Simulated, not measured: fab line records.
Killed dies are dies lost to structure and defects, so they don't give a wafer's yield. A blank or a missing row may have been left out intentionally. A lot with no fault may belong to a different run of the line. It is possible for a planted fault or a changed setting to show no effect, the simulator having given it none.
fab line records	flow ritCmos
record lots=14	wafers=42	lastDay=7
route steps=202 shown NSD@137 NLDD@160 M1@196
lots that met no fault: taken from a fault-free run of the same line
startH: hours from the record's first day to the start of the lot's first wafer shown	waitH: time in hours since the lot's previous step	" the same as in the row above	L1.1+2: one row covering several wafers at once	- no value present, or no start provided	* or withheld: withheld	< > ~ a bound
route shown NAME@n: a module of which the file shows steps, and the number in the route of the first	usual: mean/standard deviation of fault-free wafers	same: alike in all rows	chamber/n: place in a boat	sites: the reading at each site	_std_site: their standard deviation	_edge_site: the outer-site mean with the inner-site mean subtracted	radiusMm: how far each site lies from the wafer's centre	mask NAME#n: copy n	behind: the last tool/chamber to shape the wafer	hold: reason for holding the lot/hours on hold/outcome of the hold	device: whichever transistor did not switch (one of n, p or np)	end of line: tests of these same wafers at the route's end	for a step that has no rows: nothing shown but its recipe	killed: dies lost to structure and defects at the first sort, not the wafer's yield	map: shows each die of a wafer: x if killed, . if not, _ if none is there
set.NAME: the run value of the setting; set.NAME@STEP: its run value at that earlier step	model.NAME: the simulator's own value behind a step, which no gauge read
steps of the route over a sample of lots; a table a step, a row a wafer
services: the hour from which a tool's chamber was out of use, counted from the record's first day as startH (under 0 if before that day), plus the number of hours and why
## steps
# step RIT_NSD_OVL_MEAS_06
# usual NSD_OVL=1.2/1.5
lot.wafer	tool	chamber	startH	waitH	NSD_OVL[nm]
L276.2	overlay-02	-	52.29	-	-0.7
L276.4	"	-	"	"	0.8
L276.5	"	-	"	"	0.5
L277.1	overlay-02	-	59.51	-	0.9
L277.2	"	-	"	"	0.1
L277.4	"	-	"	"	0.3
L279.1	overlay-02	-	69.14	-	-1.0
L279.5	"	-	"	"	-1.3
L279.6	"	-	"	"	-0.6
L280.1	overlay-02	-	76.15	-	-1.0
L280.5	"	-	"	"	0.2
L280.6	"	-	"	"	-1.2
L281.1	overlay-02	-	78.36	-	0.7
L281.2	"	-	"	"	1.4
L281.5	"	-	"	"	-0.7
L282.2	overlay-01	-	82.43	-	0.8
L282.3	"	-	"	"	2.1
L282.5	"	-	"	"	2.1
L285.1	overlay-01	-	97.06	-	1.9
L285.4	"	-	"	"	1.3
L285.6	"	-	"	"	0.9
L286.2	overlay-01	-	99.89	-	-0.1
L286.3	"	-	"	"	-0.3
L286.4	"	-	"	"	2.7
L292.2	overlay-01	-	127.81	-	1.2
L292.3	"	-	"	"	-0.4
L292.6	"	-	"	"	-1.3
L293.1	overlay-01	-	134.02	-	1.0
L293.2	"	-	"	"	0.6
L293.6	"	-	"	"	2.3
L295.1	overlay-01	-	146.48	-	2.8
L295.4	"	-	"	"	2.3
L295.6	"	-	"	"	3.3
L296.2	overlay-01	-	152.39	-	2.0
L296.4	"	-	"	"	4.3
L296.5	"	-	"	"	4.1
L297.1	overlay-01	-	154.68	-	3.2
L297.2	"	-	"	"	2.2
L297.4	"	-	"	"	2.4
L299.1	overlay-01	-	169.19	-	2.4
L299.4	"	-	"	"	2.0
L299.6	"	-	"	"	2.5
# step RIT_SDANNEAL_RS_MEAS_07
# recipe thkMeasGauge=four-point-probe
# usual NLDD_RS=151.5/0.64
lot.wafer	tool	chamber	startH	waitH	NLDD_RS[ohm/sq]
L276.2	filmMetro-01	-	55.08	0.1	152.3
L276.4	"	-	"	"	152.8
L276.5	"	-	"	"	152.4
L277.1	filmMetro-01	-	62.41	0.1	152.4
L277.2	"	-	"	"	152.0
L277.4	"	-	"	"	152.4
L279.1	filmMetro-02	-	71.95	0.1	152.3
L279.5	"	-	"	"	152.0
L279.6	"	-	"	"	151.9
L280.1	filmMetro-02	-	79.06	0.1	151.4
L280.5	"	-	"	"	150.8
L280.6	"	-	"	"	151.5
L281.1	filmMetro-02	-	81.27	0.1	151.0
L281.2	"	-	"	"	150.8
L281.5	"	-	"	"	151.3
L282.2	filmMetro-02	-	85.39	0.1	150.7
L282.3	"	-	"	"	151.5
L282.5	"	-	"	"	151.5
L285.1	filmMetro-03	-	99.84	0.1	151.8
L285.4	"	-	"	"	151.8
L285.6	"	-	"	"	152.0
L286.2	filmMetro-01	-	102.68	0.1	152.0
L286.3	"	-	"	"	151.3
L286.4	"	-	"	"	152.3
L292.2	filmMetro-01	-	130.84	0.1	152.7
L292.3	"	-	"	"	152.2
L292.6	"	-	"	"	152.8
L293.1	filmMetro-03	-	136.83	0.1	152.0
L293.2	"	-	"	"	151.5
L293.6	"	-	"	"	152.2
L295.1	filmMetro-03	-	149.38	0.1	151.6
L295.4	"	-	"	"	151.5
L295.6	"	-	"	"	151.8
L296.2	filmMetro-03	-	155.36	0.1	151.2
L296.4	"	-	"	"	150.8
L296.5	"	-	"	"	151.4
L297.1	filmMetro-01	-	157.58	0.1	151.1
L297.2	"	-	"	"	152.0
L297.4	"	-	"	"	151.6
L299.1	filmMetro-03	-	172.01	0.1	150.5
L299.4	"	-	"	"	150.5
L299.6	"	-	"	"	150.8
# step RIT_M1_METAL_ETCH_12
# recipe stopOn=SiO2	chemistry=Cl2/BCl3	target=Al	timeS=165	overEtchFrac=0.5	pressureMtorr=100	targetDepthA=6000	rfW=250	Cl2_flow_sccm=60	bcl3FlowSccm=50
# usual drypumpMotorCurrentA=5.5/0.34	mfcCl2Sccm=59.99/0.2	oesProductAu=0.774/0.014	rfFwdPowerW=249.3/0.73	throttleValvePct=8.29/0.15
lot.wafer	tool	chamber	startH	waitH	drypumpMotorCurrentA	mfcCl2Sccm	oesProductAu	rfFwdPowerW	rfHoursCounterH	throttleValvePct
L276.2	rieMetal-03	1	59.94	0.2	5.3	59.93	0.776	248.9	2	8.02
L276.4	"	1	"	"	5.3	59.65	0.783	248.2	-	8.02
L276.5	"	0	"	"	5.1	60.00	0.763	248.2	-	8.28
L277.1	rieMetal-02	1	67.53	0.2	6.1	60.22	0.803	250.5	34	8.25
L277.2	"	0	"	"	5.2	59.97	0.760	249.8	39	8.32
L277.4	"	1	"	"	6.1	60.07	0.800	250.4	-	8.24
L279.1	rieMetal-03	0	76.85	0.2	5.0	59.78	0.767	248.8	3	8.28
L279.5	"	1	"	"	5.3	60.11	0.771	248.7	-	8.01
L279.6	"	0	"	"	5.0	59.76	0.769	249.0	-	8.28
L280.1	rieMetal-01	0	83.91	0.2	5.6	59.58	0.755	248.8	4	8.38
L280.5	"	0	"	"	5.6	59.99	0.760	249.6	-	8.39
L280.6	"	1	"	"	5.7	59.78	0.790	248.5	-	8.51
L281.1	rieMetal-02	1	86.06	0.2	6.1	60.44	0.797	248.9	35	8.25
L281.2	"	0	"	"	5.3	60.23	0.765	249.0	39	8.32
L281.5	"	0	"	"	5.3	60.05	0.764	248.5	-	8.33
L282.2	rieMetal-03	1	90.13	0.2	5.3	60.19	0.779	248.7	3	8.03
L282.3	"	1	"	"	5.3	60.10	0.782	249.3	-	8.04
L282.5	"	0	"	"	5.0	60.33	0.769	249.4	-	8.27
L285.1	rieMetal-03	0	104.74	0.2	5.0	59.76	0.772	249.5	3	8.28
L285.4	"	1	"	"	5.3	59.74	0.779	249.5	-	8.05
L285.6	"	1	"	"	5.3	59.88	0.792	249.7	-	8.03
L286.2	rieMetal-01	0	107.53	0.2	5.6	60.24	0.760	249.5	4	8.38
L286.3	"	1	"	"	5.7	60.07	0.768	249.3	-	8.51
L286.4	"	0	"	"	5.6	59.83	0.756	248.9	-	8.38
L292.2	rieMetal-01	0	135.50	0.2	5.6	59.96	0.754	247.8	5	8.37
L292.3	"	0	"	"	5.6	59.77	0.742	249.0	-	8.40
L292.6	"	0	"	"	5.6	59.99	0.761	247.9	-	8.38
L293.1	rieMetal-03	0	141.71	0.2	5.0	59.98	0.764	248.6	3	8.28
L293.2	"	1	"	"	5.2	59.95	0.776	279.0	3	8.02
L293.6	"	0	"	"	5.0	59.94	0.764	249.5	-	8.27
L295.1	rieMetal-03	1	154.18	0.2	5.3	60.30	0.790	278.2	4	8.05
L295.4	"	1	"	"	5.3	60.23	0.787	280.0	-	8.04
L295.6	"	0	"	"	5.0	59.97	0.768	248.8	-	8.28
L296.2	rieMetal-02	0	159.99	0.2	5.3	60.22	0.770	249.0	0	8.32
L296.4	"	0	"	"	5.2	60.52	0.756	248.8	-	8.32
L296.5	"	1	"	"	6.1	60.05	0.750	248.2	-	8.25
L297.1	rieMetal-01	0	162.48	0.2	5.6	60.32	0.758	249.5	5	8.36
L297.2	"	1	"	"	5.7	60.15	0.764	249.6	5	8.52
L297.4	"	0	"	"	5.6	60.25	0.755	248.1	-	8.38
L299.1	rieMetal-02	1	177.11	0.2	6.1	59.78	0.767	249.7	0	8.25
L299.4	"	0	"	"	5.3	59.90	0.758	248.7	-	8.30
L299.6	"	0	"	"	5.3	60.11	0.764	247.7	-	8.32
# step RIT_M1_STRIP_14
# recipe chemistry=O2	timeS=180	platenTempC=withheld	powerW=500	pressureMtorr=4000	o2FlowSccm=4000
# usual drypumpMotorCurrentA=5.4/0.44
lot.wafer	tool	chamber	startH	waitH	drypumpMotorCurrentA	rfHoursCounterH
L276.2	plasmaAsher-03	0	60.28	0.0	5.3	43
L276.4	"	0	"	"	5.3	-
L276.5	"	1	"	"	6.1	-
L277.1	plasmaAsher-03	0	67.89	0.0	5.2	44
L277.2	"	1	"	"	6.0	44
L277.4	"	1	"	"	6.0	-
L279.1	plasmaAsher-01	1	77.19	0.0	4.8	40
L279.5	"	0	"	"	5.8	-
L279.6	"	1	"	"	4.8	-
L280.1	plasmaAsher-02	0	84.26	0.0	5.3	30
L280.5	"	1	"	"	5.1	-
L280.6	"	0	"	"	5.2	-
L281.1	plasmaAsher-02	1	86.41	0.0	5.1	30
L281.2	"	0	"	"	5.3	30
L281.5	"	1	"	"	5.1	-
L282.2	plasmaAsher-02	1	90.47	0.0	5.1	31
L282.3	"	1	"	"	5.1	-
L282.5	"	1	"	"	5.1	-
L285.1	plasmaAsher-03	0	105.09	0.0	5.3	48
L285.4	"	1	"	"	6.1	-
L285.6	"	0	"	"	5.3	-
L286.2	plasmaAsher-03	1	107.88	0.0	6.0	48
L286.3	"	0	"	"	5.3	-
L286.4	"	1	"	"	6.0	-
L292.2	plasmaAsher-03	0	135.84	0.0	5.3	2
L292.3	"	0	"	"	5.3	-
L292.6	"	1	"	"	6.1	-
L293.1	plasmaAsher-03	0	142.05	0.0	5.3	2
L293.2	"	1	"	"	6.1	2
L293.6	"	0	"	"	5.2	-
L295.1	plasmaAsher-02	1	154.51	0.0	5.1	38
L295.4	"	1	"	"	5.1	-
L295.6	"	1	"	"	5.1	-
L296.2	plasmaAsher-03	1	160.33	0.0	6.1	4
L296.4	"	0	"	"	5.2	-
L296.5	"	1	"	"	6.1	-
L297.1	plasmaAsher-01	1	162.83	0.0	4.8	50
L297.2	"	0	"	"	5.8	50
L297.4	"	0	"	"	5.8	-
L299.1	plasmaAsher-01	0	177.62	0.0	5.8	51
L299.4	"	0	"	"	5.8	-
L299.6	"	0	"	"	5.8	-
# step RIT_M1_CD_MEAS_90
# recipe targetCdNm=2600
# usual cdNm=2601.1/2.5
lot.wafer	tool	chamber	startH	waitH	hold	cdNm
L276.2	cdSem-01	-	60.47	0.1	-	2601.1
L276.4	"	-	"	"	-	2600.4
L276.5	"	-	"	"	-	2601.3
L277.1	cdSem-01	-	68.06	0.1	-	2603.1
L277.2	"	-	"	"	-	2602.4
L277.4	"	-	"	"	-	2602.0
L279.1	cdSem-01	-	77.37	0.1	-	2601.7
L279.5	"	-	"	"	-	2601.5
L279.6	"	-	"	"	-	2602.6
L280.1	cdSem-02	-	84.43	0.1	-	2597.7
L280.5	"	-	"	"	-	2600.4
L280.6	"	-	"	"	-	2594.7
L281.1	cdSem-02	-	86.59	0.1	-	2603.3
L281.2	"	-	"	"	-	2602.9
L281.5	"	-	"	"	-	2606.0
L282.2	cdSem-02	-	90.67	0.1	-	2602.0
L282.3	"	-	"	"	-	2601.0
L282.5	"	-	"	"	-	2602.1
L285.1	cdSem-02	-	105.30	0.1	-	2604.9
L285.4	"	-	"	"	-	2600.2
L285.6	"	-	"	"	-	2600.7
L286.2	cdSem-02	-	108.08	0.1	-	2601.8
L286.3	"	-	"	"	-	2601.7
L286.4	"	-	"	"	-	2601.8
L292.2	cdSem-02	-	136.03	0.1	-	2600.1
L292.3	"	-	"	"	-	2599.3
L292.6	"	-	"	"	-	2601.1
L293.1	cdSem-02	-	142.22	0.1	awaitDispo/0.2h/release	2597.0
L293.2	"	-	"	"	awaitDispo/0.2h/release	2591.7
L293.6	"	-	"	"	awaitDispo/0.2h/release	2601.1
L293.1	cdSem-02	-	142.51	0.3	-	2597.1
L293.2	"	-	"	"	-	2591.6
L293.6	"	-	"	"	-	2601.3
L295.1	cdSem-01	-	154.69	0.1	awaitDispo/0.2h/release	2590.7
L295.4	"	-	"	"	awaitDispo/0.2h/release	2591.7
L295.6	"	-	"	"	awaitDispo/0.2h/release	2600.3
L295.1	cdSem-01	-	154.98	0.3	-	2590.6
L295.4	"	-	"	"	-	2592.1
L295.6	"	-	"	"	-	2600.1
L296.2	cdSem-01	-	160.53	0.1	-	2599.5
L296.4	"	-	"	"	-	2600.4
L296.5	"	-	"	"	-	2598.2
L297.1	cdSem-01	-	163.01	0.1	-	2601.6
L297.2	"	-	"	"	-	2600.7
L297.4	"	-	"	"	-	2602.7
L299.1	cdSem-01	-	177.80	0.1	-	2600.8
L299.4	"	-	"	"	-	2601.3
L299.6	"	-	"	"	-	2602.0
# step RIT_M1_PROBE_99
# usual defectLimitedYield=97.2/1.3	killedAtContacts=0.1/0.3	killedAtFrontEnd=7/3.3	killedDies=7/3.3	killedOpen=3.8/2.3	killedShort=3.5/2.1	sort_bin_3_pad_short=0.1/0.23	sort_bin_5_function=1.6/0.85	sort_bin_6_memory=1.1/0.74	sortNPass=257/3.3	sortYieldPct=97.2/1.3
# same grossDies=264	killed_at_M0_to_M3=0	killed_at_M4_up=0	killedAtBackSide=0	killedAtOther=0
lot.wafer	tool	chamber	startH	waitH	defectLimitedYield[%]	killedAtContacts	killedAtFrontEnd	killedDies	killedOpen	killedShort	sort_bin_3_pad_short[%]	sort_bin_5_function[%]	sort_bin_6_memory[%]	sortNPass	sortYieldPct[%]
L276.2	prober-01	-	62.24	0.1	98.9	0	3	3	1	2	0	0.4	0.8	261	98.9
L276.4	prober-01	-	62.34	0.2	98.1	0	5	5	3	2	0	0.4	1.5	259	98.1
L276.5	prober-01	-	62.39	0.2	97.0	1	7	8	4	3	0.4	1.1	1.5	256	97.0
L277.1	prober-01	-	69.80	0.1	97.0	1	7	8	1	7	0	1.9	1.1	256	97.0
L277.2	prober-01	-	69.85	0.1	96.6	0	9	9	5	4	0	2.3	1.1	255	96.6
L277.4	prober-01	-	69.95	0.2	97.3	0	7	7	2	4	0	1.5	1.1	257	97.3
L279.1	prober-01	-	79.11	0.1	98.5	0	4	4	2	2	0	0.8	0.8	260	98.5
L279.5	prober-01	-	79.31	0.2	97.3	0	7	7	4	3	0	2.3	0.4	257	97.3
L279.6	prober-01	-	79.36	0.2	97.0	0	8	8	2	6	0	1.1	1.9	256	97.0
L280.1	prober-01	-	86.17	0.1	94.7	0	14	14	7	7	0.8	3.0	1.5	250	94.7
L280.5	prober-01	-	86.37	0.2	97.0	0	8	8	3	5	0.4	0.4	2.3	256	97.0
L280.6	prober-01	-	86.42	0.2	95.8	0	11	11	8	3	0.4	2.3	1.5	253	95.8
L281.1	prober-01	-	88.33	0.1	97.0	0	8	8	4	4	0	2.7	0.4	256	97.0
L281.2	prober-01	-	88.38	0.1	97.0	0	8	8	6	2	0.4	0.8	1.9	256	97.0
L281.5	prober-01	-	88.53	0.2	97.7	1	5	6	5	1	0	1.5	0.8	258	97.7
L282.2	prober-01	-	92.44	0.1	97.0	0	8	8	6	2	0	1.5	1.5	256	97.0
L282.3	prober-01	-	92.49	0.2	98.1	0	5	5	2	3	0.4	1.1	0.4	259	98.1
L282.5	prober-01	-	92.59	0.2	96.2	0	10	10	4	6	0.4	1.5	1.9	254	96.2
L285.1	prober-01	-	107.04	0.1	96.6	0	9	9	8	1	0	2.3	1.1	255	96.6
L285.4	prober-01	-	107.19	0.2	97.0	0	8	8	4	4	0.4	1.5	1.1	256	97.0
L285.6	prober-01	-	107.29	0.2	97.0	0	8	8	5	3	0	2.3	0.8	256	97.0
L286.2	prober-01	-	109.85	0.1	96.6	0	9	9	5	4	0	2.7	0.8	255	96.6
L286.3	prober-01	-	109.90	0.2	97.0	1	7	8	4	4	0	2.3	0.8	256	97.0
L286.4	prober-01	-	109.95	0.2	98.9	0	3	3	1	2	0	0.8	0.4	261	98.9
L292.2	prober-01	-	137.80	0.1	98.1	0	5	5	3	2	0.8	0.4	0.8	259	98.1
L292.3	prober-01	-	137.85	0.2	95.5	0	12	12	8	4	0.4	1.5	2.7	252	95.5
L292.6	prober-01	-	138.00	0.2	96.2	0	10	10	6	4	0.4	2.7	0.8	254	96.2
L293.1	prober-02	-	147.69	0.1	97.7	0	6	6	3	3	0	1.9	0.4	258	97.7
L293.2	prober-02	-	147.74	0.1	96.6	0	9	9	3	6	0.4	1.9	1.1	255	96.6
L293.6	prober-02	-	147.94	0.2	98.5	0	4	4	2	2	0	1.5	0	260	98.5
L295.1	prober-02	-	158.81	0.1	95.5	0	12	12	4	8	0.4	1.5	2.7	252	95.5
L295.4	prober-02	-	158.96	0.2	96.6	0	9	9	5	4	0	2.7	0.8	255	96.6
L295.6	prober-02	-	159.06	0.2	95.5	0	12	12	6	6	0	2.7	1.9	252	95.5
L296.2	prober-01	-	162.30	0.1	95.1	1	12	13	9	4	0	1.9	3.0	251	95.1
L296.4	prober-01	-	162.40	0.2	96.6	0	9	9	3	6	0.4	1.1	1.9	255	96.6
L296.5	prober-01	-	162.45	0.2	97.3	0	7	7	5	2	0	2.3	0.4	257	97.3
L297.1	prober-02	-	164.75	0.1	96.2	0	10	10	4	6	0.4	2.7	0.8	254	96.2
L297.2	prober-02	-	164.80	0.1	98.5	0	4	4	1	3	0	0.4	1.1	260	98.5
L297.4	prober-02	-	164.90	0.2	95.5	0	12	12	5	7	0	3.0	1.5	252	95.5
L299.1	prober-02	-	179.54	0.1	95.8	0	11	11	3	8	0	2.3	1.9	253	95.8
L299.4	prober-02	-	179.69	0.2	98.1	0	5	5	1	4	0	0.4	1.5	259	98.1
L299.6	prober-02	-	179.79	0.2	97.7	0	6	6	4	2	0	1.1	1.1	258	97.7
# killed by level:class
L276.2 FOX1:geometricParticle:short=1 GATE:geometricParticle:short=1 REOX:geometricParticle:open=1
L276.4 GATE:geometricParticle:open=3 FOX1:geometricParticle:short=1 SILICIDE:geometricParticle:short=1
L276.5 GATE:geometricParticle:open=2 FOX1:geometricParticle:short=1 GATE:geometricParticle:short=1 SPACER:geometricParticle:open=1 SILICIDE:geometricParticle:short=1 SILICIDE:geometricParticle:open=1 CONTACT:coatMicrobubblePrinted=1
L277.1 REOX:geometricParticle:short=4 FOX1:geometricParticle:short=1 GATE:geometricParticle:short=1 GATE:geometricParticle:open=1 CONTACT:geometricParticle:short=1
L277.2 GATE:geometricParticle:open=3 REOX:geometricParticle:short=2 FOX1:geometricParticle:short=1 GATE:geometricParticle:short=1 REOX:geometricParticle:open=1 SILICIDE:geometricParticle:open=1
L277.4 REOX:geometricParticle:short=2 FOX1:geometricParticle:open=1 FOX1:geometricParticle:short=1 GATE:geometricParticle:short=1 SPACER:geometricParticle:open=1 PRETRO:coatMicrobubblePrinted=1
L279.1 FOX1:geometricParticle:open=1 FOX2:geometricParticle:open=1 GATE:geometricParticle:short=1 SPACER:geometricParticle:short=1
L279.5 GATE:geometricParticle:open=3 FOX1:geometricParticle:open=1 FOX2:geometricParticle:short=1 SPACER:geometricParticle:short=1 SILICIDE:geometricParticle:short=1
L279.6 SPACER:geometricParticle:short=3 GATE:geometricParticle:short=2 FOX2:geometricParticle:open=1 FOX2:geometricParticle:short=1 SPACER:geometricParticle:open=1
L280.1 FOX1:geometricParticle:open=3 FOX1:geometricParticle:short=2 GATE:geometricParticle:short=2 REOX:geometricParticle:open=2 SPACER:geometricParticle:short=2 SPACER:geometricParticle:open=2 FOX2:geometricParticle:short=1
L280.5 FOX1:geometricParticle:short=2 FOX1:geometricParticle:open=1 FOX2:geometricParticle:short=1 GATE:geometricParticle:open=1 SPACER:geometricParticle:short=1 SILICIDE:geometricParticle:open=1 SILICIDE:geometricParticle:short=1
L280.6 FOX1:geometricParticle:open=3 SILICIDE:geometricParticle:open=3 GATE:geometricParticle:short=2 GATE:geometricParticle:open=1 SPACER:geometricParticle:open=1 SILICIDE:geometricParticle:short=1
L281.1 GATE:geometricParticle:short=3 GATE:geometricParticle:open=2 REOX:geometricParticle:open=2 REOX:geometricParticle:short=1
L281.2 GATE:geometricParticle:open=4 FOX1:geometricParticle:open=2 GATE:geometricParticle:short=1 SILICIDE:geometricParticle:short=1
L281.5 GATE:geometricParticle:open=1 REOX:geometricParticle:open=1 REOX:geometricParticle:short=1 SPACER:geometricParticle:open=1 SILICIDE:geometricParticle:open=1 CONTACT:geometricParticle:open=1
L282.2 FOX1:geometricParticle:open=2 SILICIDE:geometricParticle:open=2 ACTIVE:geometricParticle:short=1 FOX2:geometricParticle:open=1 GATE:geometricParticle:open=1 SILICIDE:geometricParticle:short=1
L282.3 GATE:geometricParticle:short=2 GATE:geometricParticle:open=1 SPACER:geometricParticle:short=1 SILICIDE:geometricParticle:open=1
L282.5 FOX1:geometricParticle:short=2 REOX:geometricParticle:open=2 REOX:geometricParticle:short=2 FOX1:geometricParticle:open=1 SPACER:geometricParticle:short=1 SILICIDE:geometricParticle:short=1 SILICIDE:geometricParticle:open=1
L285.1 FOX2:geometricParticle:open=3 GATE:geometricParticle:open=3 ACTIVE:geometricParticle:open=1 FOX2:geometricParticle:short=1 SPACER:geometricParticle:open=1
L285.4 GATE:geometricParticle:short=2 GATE:geometricParticle:open=2 SPACER:geometricParticle:short=2 FOX2:geometricParticle:open=1 SPACER:geometricParticle:open=1
L285.6 GATE:geometricParticle:short=3 FOX2:geometricParticle:open=2 GATE:geometricParticle:open=2 REOX:geometricParticle:open=1
L286.2 REOX:geometricParticle:short=4 FOX2:geometricParticle:open=2 GATE:geometricParticle:open=2 REOX:geometricParticle:open=1
L286.3 FOX1:geometricParticle:short=1 FOX1:geometricParticle:open=1 GATE:geometricParticle:short=1 GATE:geometricParticle:open=1 REOX:geometricParticle:open=1 REOX:geometricParticle:short=1 SILICIDE:geometricParticle:open=1 CONTACT:geometricParticle:short=1
L286.4 FOX1:geometricParticle:short=2 FOX1:geometricParticle:open=1
L292.2 GATE:geometricParticle:short=1 GATE:geometricParticle:open=1 REOX:geometricParticle:short=1 REOX:geometricParticle:open=1 SILICIDE:geometricParticle:open=1
L292.3 GATE:geometricParticle:short=3 REOX:geometricParticle:open=3 SPACER:geometricParticle:open=2 FOX1:geometricParticle:open=1 GATE:geometricParticle:open=1 SPACER:geometricParticle:short=1 SILICIDE:geometricParticle:open=1
L292.6 REOX:geometricParticle:open=3 GATE:geometricParticle:short=1 GATE:geometricParticle:open=1 REOX:geometricParticle:short=1 SPACER:geometricParticle:short=1 SPACER:geometricParticle:open=1 SILICIDE:geometricParticle:short=1 SILICIDE:geometricParticle:open=1
L293.1 GATE:geometricParticle:open=3 GATE:geometricParticle:short=2 SPACER:geometricParticle:short=1
L293.2 FOX1:geometricParticle:short=3 GATE:geometricParticle:short=2 REOX:geometricParticle:open=2 REOX:geometricParticle:short=1 SILICIDE:geometricParticle:open=1
L293.6 GATE:geometricParticle:open=1 REOX:geometricParticle:open=1 SPACER:geometricParticle:short=1 SILICIDE:geometricParticle:short=1
L295.1 GATE:geometricParticle:short=3 GATE:geometricParticle:open=2 SPACER:geometricParticle:short=2 FOX1:geometricParticle:short=1 REOX:geometricParticle:short=1 REOX:geometricParticle:open=1 SPACER:geometricParticle:open=1 SILICIDE:geometricParticle:short=1
L295.4 FOX1:geometricParticle:open=3 REOX:geometricParticle:short=2 FOX1:geometricParticle:short=1 GATE:geometricParticle:short=1 REOX:geometricParticle:open=1 SPACER:geometricParticle:open=1
L295.6 FOX1:geometricParticle:open=4 FOX1:geometricParticle:short=2 GATE:geometricParticle:open=1 GATE:geometricParticle:short=1 REOX:geometricParticle:open=1 REOX:geometricParticle:short=1 SPACER:geometricParticle:short=1 SILICIDE:geometricParticle:short=1
L296.2 SPACER:geometricParticle:open=3 GATE:geometricParticle:short=2 GATE:geometricParticle:open=2 REOX:geometricParticle:open=2 SPACER:geometricParticle:short=2 SILICIDE:geometricParticle:open=1 CONTACT:geometricParticle:open=1
L296.4 GATE:geometricParticle:short=3 GATE:geometricParticle:open=3 SILICIDE:geometricParticle:short=2 SPACER:geometricParticle:short=1
L296.5 REOX:geometricParticle:open=2 FOX2:geometricParticle:open=1 SPACER:geometricParticle:open=1 GATE:geometricParticle:open=1 SPACER:geometricParticle:short=1 SILICIDE:geometricParticle:short=1
L297.1 GATE:geometricParticle:short=4 FOX2:geometricParticle:open=2 FOX2:geometricParticle:short=2 SPACER:geometricParticle:open=2
L297.2 GATE:geometricParticle:short=2 FOX1:geometricParticle:short=1 GATE:geometricParticle:open=1
L297.4 FOX1:geometricParticle:open=2 FOX2:geometricParticle:short=2 SPACER:geometricParticle:short=2 FOX2:geometricParticle:open=1 GATE:geometricParticle:short=1 GATE:geometricParticle:open=1 REOX:geometricParticle:short=1 SPACER:geometricParticle:open=1
L299.1 SPACER:geometricParticle:short=3 GATE:geometricParticle:short=2 REOX:geometricParticle:short=2 FOX1:geometricParticle:short=1 GATE:geometricParticle:open=1 REOX:geometricParticle:open=1 SPACER:geometricParticle:open=1
L299.4 GATE:geometricParticle:short=2 REOX:geometricParticle:short=1 SPACER:geometricParticle:short=1 SILICIDE:geometricParticle:open=1
L299.6 GATE:geometricParticle:open=2 ACTIVE:geometricParticle:open=1 FOX2:geometricParticle:open=1 REOX:geometricParticle:short=1 SPACER:geometricParticle:short=1
## services
tool	chamber	startH	hours	kind
rieMetal-02	-	74.31	1.8	repair
rieMetal-02	-	83.32	1.4	pm
plasmaAsher-03	-	86.96	2.8	repair
plasmaAsher-03	-	108.75	9.0	pm
plasmaAsher-03	0	108.75	9.0	ventCycle
plasmaAsher-03	1	108.75	9.0	ventCycle
plasmaAsher-03	0	117.75	-	clean
plasmaAsher-03	1	117.75	-	clean
rieMetal-02	-	136.12	20.0	pm
rieMetal-02	0	136.12	20.0	ventCycle
rieMetal-02	1	136.12	20.0	ventCycle
plasmaAsher-02	-	153.39	1.0	repair
rieMetal-02	0	156.12	-	clean
rieMetal-02	1	156.12	-	clean
rieMetal-03	-	170.08	0.4	repair
## key
firstSign step=RIT_M1_METAL_ETCH_12	reading=rfFwdPowerW	direction=up	sigmas=41	usual=249.3	struck=279.1
effect step=RIT_M1_CD_MEAS_90	reading=visit	direction=added
metAt RIT_M1_METAL_ETCH_12
struckLots L293,L295
struckWafers L293.2,L295.1,L295.4
notActingAt RIT_NSD_OVL_MEAS_06,RIT_SDANNEAL_RS_MEAS_07,RIT_M1_STRIP_14
onsetBetween 104.74 141.71
fault kind=processParameterDrift	tool=rieMetal-03	chamber=1	onsetH=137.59	steps=RIT_M1_METAL_ETCH_12	channel=rfW	offset=30	shape=step	endH=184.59	stated=250
